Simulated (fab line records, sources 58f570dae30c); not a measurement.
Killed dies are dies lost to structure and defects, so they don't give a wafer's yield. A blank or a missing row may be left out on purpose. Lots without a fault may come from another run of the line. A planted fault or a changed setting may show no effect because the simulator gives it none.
Which tool did it? | flow berkeley_cmos170 | 14 lots, 42 wafers sampled, at 5 steps of a route of 331

WHAT THE GAUGES READ, wafer by wafer
UCB170_PWELL_TW_MEAS_17. Usual: PWELL_TW 378.4, standard deviation 1.8.
lot  | measured    | on            | PWELL_TW          | flag
L454 | day 3 07:46 | film_metro-02 | 380.0 376.6 378.2 |
L456 | day 3 16:29 | film_metro-02 | 377.0 376.5 377.2 |
L455 | day 3 16:43 | film_metro-04 | 380.1 379.1 381.2 |
L457 | day 4 02:03 | film_metro-01 | 378.3 377.2 376.6 |
L458 | day 4 07:22 | film_metro-04 | 378.1 378.3 379.0 |
L459 | day 4 07:22 | film_metro-02 | 375.6 375.7 376.7 |
L461 | day 4 18:07 | film_metro-02 | 379.5 376.2 378.6 |
L463 | day 5 04:25 | film_metro-02 | 376.5 378.1 375.2 |
L467 | day 6 00:30 | film_metro-04 | 381.0 378.9 378.3 |
L465 | day 6 00:32 | film_metro-02 | 377.1 377.4 377.4 |
L466 | day 6 00:46 | film_metro-01 | 380.1 381.0 380.7 |
L471 | day 7 03:11 | film_metro-01 | 381.7 378.1 379.6 |
L474 | day 7 20:23 | film_metro-01 | 379.4 378.8 381.1 |
L477 | day 8 06:50 | film_metro-04 | 380.8 380.5 379.8 |

UCB170_PFIELD_OVL_MEAS_06. Usual: PFIELD_OVL -1 nm, standard deviation 6.3.
lot  | measured    | on         | PFIELD_OVL (nm) | flag
L454 | day 5 01:02 | overlay-02 | 8 0 -8          |
L456 | day 5 01:00 | overlay-01 | -5 -8 -3        |
L455 | day 5 01:19 | overlay-01 | 9 -2 16         |
L457 | day 5 15:16 | overlay-01 | 8 6 9           |
L458 | day 5 15:32 | overlay-02 | 2 3 -7          |
L459 | day 5 15:34 | overlay-01 | 4 3 -7          |
L461 | day 6 07:10 | overlay-02 | -2 -1 -5        |
L463 | day 6 13:25 | overlay-01 | -6 -1 2         |
L467 | day 7 13:30 | overlay-01 | -9 -6 -3        |
L465 | day 7 13:44 | overlay-01 | 3 -4 7          |
L466 | day 7 13:15 | overlay-01 | -1 -3 -8        |
L471 | day 8 19:52 | overlay-01 | -7 -6 -3        |
L474 | day 9 05:45 | overlay-02 | -8 -3 -5        |
L477 | day 9 20:44 | overlay-02 | -4 -9 2         |

UCB170_PVT_TW_MEAS_09. Usual: PVT_TW 508.0, standard deviation 2.8.
lot  | measured     | on            | PVT_TW                              | flag
L454 | day 6 15:07  | film_metro-02 | 507.6 507.1 507.6                   |
L456 | day 6 15:19  | film_metro-02 | 506.3 504.7 508.6                   |
L455 | day 6 15:16  | film_metro-01 | 510.8 511.4 509.6                   |
L457 | day 7 06:03  | film_metro-02 | 507.4 509.2 509.2                   |
L458 | day 7 05:48  | film_metro-02 | 508.5 508.2 508.0                   |
L459 | day 7 05:53  | film_metro-04 | 509.4 509.1 506.9                   |
L461 | day 8 01:59  | film_metro-01 | 510.6 512.1 510.8                   |
L463 | day 8 01:44  | film_metro-02 | 506.9 502.4 507.6                   |
L467 | day 9 01:22  | film_metro-01 | 509.5 514.3 512.4                   |
L465 | day 9 01:05  | film_metro-02 | 503.3 507.9 505.8                   |
L466 | day 9 01:30  | film_metro-01 | 509.5 511.2 507.9                   |
L471 | day 10 12:49 | film_metro-02 | 503.0 505.2 505.6                   |
L474 | day 11 07:37 | film_metro-04 | 414.6 417.1 413.2 414.5 414.4 412.3 | OFF
L477 | day 11 14:58 | film_metro-02 | 415.1 415.9 416.0 416.5 414.6 417.8 | OFF

WHICH TOOL RAN EACH LOT (tool, then ch and the chambers of the sampled wafers, then the start)
lot  | UCB170_PVT_IMPLANT_07           | UCB170_PVT_STRIP_08
L454 | implanter-04 ch 0, day 6 14:52  | plasma_asher-04 ch 0,1, day 6 15:01
L456 | implanter-04 ch 0, day 6 15:04  | plasma_asher-01 ch 1, day 6 15:13
L455 | implanter-03 ch 0, day 6 15:02  | plasma_asher-02 ch 0,1, day 6 15:09
L457 | implanter-04 ch 0, day 7 05:48  | plasma_asher-01 ch 1, day 7 05:57
L458 | implanter-03 ch 0, day 7 05:35  | plasma_asher-01 ch 0,1, day 7 05:43
L459 | implanter-01 ch 0, day 7 05:40  | plasma_asher-02 ch 0,1, day 7 05:48
L461 | implanter-03 ch 0, day 8 01:44  | plasma_asher-04 ch 0,1, day 8 01:53
L463 | implanter-01 ch 0, day 8 01:31  | plasma_asher-04 ch 0,1, day 8 01:38
L467 | implanter-01 ch 0, day 9 01:09  | plasma_asher-01 ch 0,1, day 9 01:16
L465 | implanter-03 ch 0, day 9 00:50  | plasma_asher-04 ch 0,1, day 9 00:59
L466 | implanter-03 ch 0, day 9 01:17  | plasma_asher-02 ch 0,1, day 9 01:25
L471 | implanter-01 ch 0, day 10 12:35 | plasma_asher-01 ch 0,1, day 10 12:42
L474 | implanter-03 ch 0, day 11 07:22 | plasma_asher-04 ch 0,1, day 11 07:31
L477 | implanter-03 ch 0, day 11 14:44 | plasma_asher-02 ch 0,1, day 11 14:52
- UCB170_PVT_IMPLANT_07
- UCB170_PVT_STRIP_08: strips in O2.

WHAT THE TOOLS THEMSELVES READ (means of the sampled wafers that have a number; where no wafer has one, the mark that the record gives instead)
UCB170_PVT_IMPLANT_07. Usual: dose_ions_cm2 2.0003e+12, standard deviation 2.2e+09; faraday_current_uA 6.36, standard deviation 0.12.
lot  | tool         | dose_ions_cm2 | faraday_current_uA | flag
L454 | implanter-04 | 2.0018e+12    | 6.36               |
L456 | implanter-04 | 2.0028e+12    | 6.42               |
L455 | implanter-03 | 2.0000e+12    | 6.30               |
L457 | implanter-04 | 2.0006e+12    | 6.29               |
L458 | implanter-03 | 2.0008e+12    | 6.29               |
L459 | implanter-01 | 1.9974e+12    | 6.22               |
L461 | implanter-03 | 2.0007e+12    | 6.28               |
L463 | implanter-01 | 1.9993e+12    | 6.25               |
L467 | implanter-01 | 1.9961e+12    | 6.39               |
L465 | implanter-03 | 2.0012e+12    | 6.52               |
L466 | implanter-03 | 2.0036e+12    | 6.37               |
L471 | implanter-01 | 2.0011e+12    | 6.25               |
L474 | implanter-03 | 1.0606e+12    | 3.42               | OFF
L477 | implanter-03 | 1.0593e+12    | 3.35               | OFF

UCB170_PVT_STRIP_08. Usual: drypump_motor_current_A 5.7 A, standard deviation 0.56; oes_product_au 0.734 a.u., standard deviation 0.005; strip_time_to_endpoint_s 21.67 s, standard deviation 0.073.
lot  | tool            | drypump_motor_current_A (A) | oes_product_au (a.u.) | strip_time_to_endpoint_s (s) | flag
L454 | plasma_asher-04 | 5.9                         | 0.734                 | 21.65                        |
L456 | plasma_asher-01 | 5.6                         | 0.736                 | 21.72                        |
L455 | plasma_asher-02 | 6.3                         | 0.734                 | 21.68                        |
L457 | plasma_asher-01 | 5.6                         | 0.730                 | 21.65                        |
L458 | plasma_asher-01 | 5.2                         | 0.734                 | 21.75                        |
L459 | plasma_asher-02 | 6.3                         | 0.733                 | 21.59                        |
L461 | plasma_asher-04 | 5.9                         | 0.731                 | 21.66                        |
L463 | plasma_asher-04 | 5.7                         | 0.736                 | 21.70                        |
L467 | plasma_asher-01 | 5.2                         | 0.731                 | 21.70                        |
L465 | plasma_asher-04 | 5.8                         | 0.735                 | 21.54                        |
L466 | plasma_asher-02 | 6.5                         | 0.736                 | 21.70                        |
L471 | plasma_asher-01 | 5.2                         | 0.735                 | 21.58                        |
L474 | plasma_asher-04 | 5.7                         | 0.730                 | 21.69                        |
L477 | plasma_asher-02 | 6.5                         | 0.726                 | 21.55                        |

THE ANSWER, worked out from the rows above alone
Rule: a lot is off if the mean of its wafers that have a number lies more than 3 standard deviations from the usual mean. A lot without any number at a reading at which 4 lots or more have one is off too. The other lots that the step has rows for count as sound. The gauges are gone through in route order, then the tools' own readings, and for those a lot's mean is taken as printed above. The first step at which some lot is off is used, and at that step the reading that is off furthest; a lot without a number counts as furthest.
Off: L474, L477, at UCB170_PVT_TW_MEAS_09 (PVT_TW).
A tool fits if, at a process step before that reading, it ran every lot that is off, and no sound lot after the first of them. The gauges at UCB170_PVT_TW_MEAS_09 aren't tried: what is off there is off at UCB170_PVT_IMPLANT_07 too, on other tools, and a gauge's error can't cause that. One fits: implanter-03 at UCB170_PVT_IMPLANT_07. Its last sound lot is L466 (day 9 01:17), its first lot that is off L474 (day 11 07:22): a fault that began between those two fits.
The tool's own readings at UCB170_PVT_IMPLANT_07 bear it out: on the lots that are off they differ by more than 5 times the standard deviation of the sound lots' means. dose_ions_cm2 reads 1.0600e+12 there against 2.0004e+12 on the sound lots; faraday_current_uA reads 3.38 there against 6.33 on the sound lots.

WHAT THE SIMULATOR HAD PUT IN
Process parameter drift: implanter-03, from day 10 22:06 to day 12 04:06, at UCB170_PVT_IMPLANT_07. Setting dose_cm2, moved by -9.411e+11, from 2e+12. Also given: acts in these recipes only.
Lots struck among those shown: L474, L477. The rule above found the same.
